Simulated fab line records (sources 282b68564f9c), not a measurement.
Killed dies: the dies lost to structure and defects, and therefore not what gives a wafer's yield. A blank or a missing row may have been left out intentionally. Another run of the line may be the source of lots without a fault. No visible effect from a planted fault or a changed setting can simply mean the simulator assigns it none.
Which tool did it? + flow rit-cmos + 14 lots with 42 wafers sampled at 2 steps, on a route of 202 steps

## WHAT THE GAUGES READ, wafer by wafer
Not one reading of a measure or inspect step in the record can be checked against a usual standard deviation.

## WHICH TOOL RAN EACH LOT (tool, then ch and the chambers of the sampled wafers, then the start)
| lot  | RIT_NSD_COAT_01                  | RIT_M1_PROBE_99        |
|------|----------------------------------|------------------------|
| L329 | litho-track-01 ch 0, day 2 21:59 | -                      |
| L330 | litho-track-01 ch 0, day 3 04:26 | -                      |
| L331 | litho-track-03 ch 0, day 3 12:28 | -                      |
| L333 | litho-track-03 ch 0, day 3 18:50 | -                      |
| L334 | litho-track-04 ch 0, day 4 00:01 | -                      |
| L335 | litho-track-01 ch 0, day 4 06:23 | -                      |
| L337 | litho-track-03 ch 0, day 4 16:20 | -                      |
| L338 | litho-track-03 ch 0, day 4 19:50 | -                      |
| L340 | litho-track-04 ch 0, day 5 07:02 | -                      |
| L341 | litho-track-01 ch 0, day 5 14:15 | -                      |
| L342 | litho-track-04 ch 0, day 5 21:05 | prober-01, day 6 08:09 |
| L343 | litho-track-04 ch 0, day 5 23:04 | -                      |
| L349 | litho-track-04 ch 0, day 7 06:53 | -                      |
| L350 | litho-track-04 ch 0, day 7 09:50 | -                      |
- RIT_NSD_COAT_01: resist thk 1000 nm.
- RIT_M1_PROBE_99

## AS READ BY THE TOOLS THEMSELVES (means over the sampled wafers that have a number; for cases with no such wafer, the mark the record gives instead)
RIT_NSD_COAT_01.
| lot  | tool           | spin-speed-rpm (rpm) |
|------|----------------|----------------------|
| L329 | litho-track-01 | 3244.8               |
| L330 | litho-track-01 | 3247.6               |
| L331 | litho-track-03 | 3251.0               |
| L333 | litho-track-03 | 3252.1               |
| L334 | litho-track-04 | 3252.8               |
| L335 | litho-track-01 | 3250.7               |
| L337 | litho-track-03 | 3250.9               |
| L338 | litho-track-03 | 3250.0               |
| L340 | litho-track-04 | 3248.3               |
| L341 | litho-track-01 | 3248.5               |
| L342 | litho-track-04 | 3247.7               |
| L343 | litho-track-04 | 3250.2               |
| L349 | litho-track-04 | 3170.8               |
| L350 | litho-track-04 | 3168.6               |

RIT_M1_PROBE_99.
| lot  | tool      | killed_at_M0_to_M3 | killed-at-contacts | killed-at-front-end | killed-dies | killed-open | killed-short |
|------|-----------|--------------------|--------------------|---------------------|-------------|-------------|--------------|
| L342 | prober-01 | 0.0                | 0.0                | 5                   | 5           | 2.7         | 2.3          |

## THE ANSWER, worked out from the rows above alone
Rule: what is usual is taken from the lots themselves. Put in order of their means at a reading, lots are off if they are a third of the lots or fewer, leave a main group of 4 or more, and stand apart from it by a gap of 3 or more times the standard deviation of the main group's means; of several such gaps the widest counts. If all means in a main group match to the digits the tables above print for the reading, that group is not used. A lot without any number at a reading at which 4 lots or more have one is off too. Where the step has rows for the other lots, those lots are counted as sound. First the gauges in route order, then the tools' own readings, where a lot's mean is used as printed above. At the first step where some lot is off, the reading lying furthest off is the one used; lots without a number count as furthest.
Off: L349, L350, at RIT_NSD_COAT_01 (spin-speed-rpm). The main group: mean 3249.6 rpm, standard deviation 2.1.
If a tool, at that step or one of the process steps before it, ran each lot that is off and ran no sound lot following the first of them, it fits. One fits: litho-track-04 at RIT_NSD_COAT_01. Its last sound lot is L343 (day 5 23:04), its first lot that is off L349 (day 7 06:53): a fault that began between those two fits.
On the lots that are off, the tool's own readings at RIT_NSD_COAT_01 differ by more than 5 times the standard deviation of the sound lots' means, which bears it out; spin-speed-rpm reads 3169.7 rpm there versus 3249.6 rpm on the sound lots.

## WHAT WAS PUT IN BY THE SIMULATOR
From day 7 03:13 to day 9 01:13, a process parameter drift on litho-track-04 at RIT_NSD_COAT_01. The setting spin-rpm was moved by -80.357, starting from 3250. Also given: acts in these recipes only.
Struck lots among those shown: L349, L350. The same result came from the rule above.
